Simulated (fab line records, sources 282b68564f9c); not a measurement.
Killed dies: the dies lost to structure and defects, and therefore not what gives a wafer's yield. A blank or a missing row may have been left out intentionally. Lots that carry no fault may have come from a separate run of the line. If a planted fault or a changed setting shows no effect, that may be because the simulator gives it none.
A struck lot beside a sound one	flow rit cmos	28 out of 202 route steps
Sound: these wafers, L640.3, L640.4, L640.6. Struck: wafers L650.2, L650.4, L650.5. At the end, the cause is stated.
At each step with rows: each side's tool, then ch and its chambers, then its first start. Under that, the readings that differ: sound wafers	struck wafers	difference of the means	sigmas: that difference in standard deviations of wafers without a fault.
alike: same words and numbers on both sides, and readings whose means sit less than 2 such deviations apart. not compared: any withheld reading, any reading some wafer has no value for, any bound like >300 that may hide the same value, and any number with overlapping values for which the record gives no deviation.
A row with sigmas, a row that says differs or no value, or rows on one side alone: a step with any of these is where the two part. When numbers do not overlap yet have no deviation, they are printed without sigmas and do not part them. A reading that every wafer of one side lacks parts them only if that side has two wafers or more.

RIT_ACTIVE_BOW_MEAS_00:
  sound on film metro-01, day 1 15:02; struck on film metro-02, day 3 17:01
  alike: INCOMING_BOW
RIT_ACTIVE_OXIDATION_01: target thk 46.8 nm, ox time 3360 s.
  sound on furnace-01 ch 0, day 1 18:22; struck on furnace-03 ch 0, day 3 19:19
reading	sound	struck	difference	sigmas
model.SiO2_of_ACTIVE_OXIDATION_01.thk nm (nm)	46.73 45.85 45.43	29.87 30.02 28.84	-16.43	
RIT_ACTIVE_THK_MEAS_02:
  sound on film metro-04, day 1 20:19; struck on film metro-02, day 3 21:16
reading	sound	struck	difference	sigmas
ACTIVE_OXIDE_THK (nm)	46.6 45.9 45.4	29.9 30.0 28.8	-16.4	-22
then, 1 step without rows for these wafers: RIT_ACTIVE_CVD_03 (deposits Si3N4 from SiH2Cl2/NH3, target thk 150 nm, time 1500 s).
RIT_ACTIVE_THK_MEAS_04:
  sound on film metro-02, day 1 21:47; struck on film metro-01, day 3 23:25
  alike: ACTIVE_NITRIDE_THK
then, 6 steps without rows for these wafers: RIT_ACTIVE_HMDS_05 (prime time 60 s); RIT_ACTIVE_COAT_06 (resist thk 1000 nm); RIT_ACTIVE_SOFTBAKE_07 (time 60 s); RIT_ACTIVE_EXPOSE_08 (exposes mask M1, target cd 1400 nm); RIT_ACTIVE_PEB_09; RIT_ACTIVE_DEVELOP_10 (develop time 50 s).
RIT_ACTIVE_CD_MEAS_11: the cd target is 1400 nm.
  sound on cd sem-02, day 1 22:43; struck on cd sem-02, day 4 00:20
  alike: cd nm
then, 1 step without rows for these wafers: RIT_ACTIVE_HARDBAKE_12 (time 60 s).
RIT_ACTIVE_ETCH_13: etches Si3N4 in SF6, stops on SiO2, time 210 s, target depth 210 nm.
  sound on rie diel-01 ch 0,2,3, day 1 22:57; struck on rie diel-03 ch 0,1,2, day 4 00:35
  alike: drypump motor current A, oes product au, throttle valve pct
  not compared: rf hours counter h
RIT_ACTIVE_STRIP_14: strips in O2, time 180 s.
  sound on plasma asher-01 ch 0,1, day 1 23:09; struck on plasma asher-01 ch 0,1, day 4 00:43
  alike: drypump motor current A
  not compared: rf hours counter h
RIT_ACTIVE_CD_MEAS_90: the cd target is 1400 nm.
  sound on cd sem-02, day 1 23:18; struck on cd sem-01, day 4 00:54
  alike: cd nm
then, 4 steps without rows for these wafers: RIT_ACTIVE_CLEAN_15 (cleans in SC1, time 600 s); RIT_ACTIVE_CLEAN_16 (cleans in dHF, time 30 s); RIT_ACTIVE_CLEAN_17 (cleans in SC2, time 600 s); RIT_FOX1_OXIDATION_00 (target thk 350.7 nm, ox time 1130 s).
RIT_FOX1_THK_MEAS_01:
  sound on film metro-04, day 2 02:08; struck on film metro-03, day 4 02:42
  alike: FOX1_OXIDE_THK
then, 2 steps without rows for these wafers: RIT_FOX1_WET_ETCH_02 (etches SiO2 in BOE, target depth 350 nm, time 390 s); RIT_FOX2_OXIDATION_00 (target thk 350.7 nm, ox time 1130 s).
RIT_FOX2_THK_MEAS_01:
  sound on film metro-03, day 2 05:38; struck on film metro-02, day 4 04:12
reading	sound	struck	difference	sigmas
FOX2_OXIDE_THK (nm)	350 349 350	332 338 338	-14	-2
then, 1 step without rows for these wafers: RIT_FOX2_CLEAN_02 (cleans in dHF, time 180 s).
RIT_FOX2_WET_ETCH_03: etches Si3N4 in H3PO4, target depth 195 nm, time 2700 s.
  sound on wet bench-03 ch 0, day 2 05:44; struck on wet bench-03 ch 1, day 4 04:19
reading	sound	struck	difference	sigmas
model.SiO2_of_ACTIVE_OXIDATION_01.thk nm (nm)	41.1 40.72 40.32	26.34 26.26 24.2	-15.11	
RIT_FOX2_THK_MEAS_90:
  sound on film metro-02, day 2 06:31; struck on film metro-02, day 4 05:05
reading	sound	struck	difference	sigmas
FIELD_OXIDE_LEFT_1_THK (nm)	323 322 322	306 310 311	-13	-2
RIT_M1_PROBE_99:
  sound on prober-02, day 4 04:07; struck on prober-01, day 6 01:09
reading	sound	struck	difference	sigmas
killed short	7 4 7	2 3 2	-4	-2
model.etest.pldd.width nm (nm)	3172 3184 3192	3316 3312 3304	+128	
model.etest.nldd.width nm (nm)	3172 3184 3193	3304 3310 3335	+133	
model.etest.pplus sal.width nm (nm)	3455 3453 3465	3565 3558 3562	+104	
model.etest.nplus sal.width nm (nm)	3445 3458 3482	3550 3536 3545	+82	
model.etest.nmos_0p3.r on ohm um	2200 2177 2159	2044 2038 2037	-139	
model.etest.nmos narrow.drive ua um	222.5 227.8 231.3	283.6 280.1 281.7	+54.6	
model.etest.pmos narrow.drive ua um	104.2 106.5 107.3	125.2 124.6 126	+19.3	
model.etest.nmos_0p3.drive ua um	220.4 225.1 227.2	249.7 248.6 248.1	+24.6	
  alike: killed at contacts, killed at front end, killed dies, killed on rim, killed open

## WHERE THEY PART
At RIT_ACTIVE_THK_MEAS_02 first; at RIT_M1_PROBE_99 last (within this record only).

WHY: what the simulator had put in
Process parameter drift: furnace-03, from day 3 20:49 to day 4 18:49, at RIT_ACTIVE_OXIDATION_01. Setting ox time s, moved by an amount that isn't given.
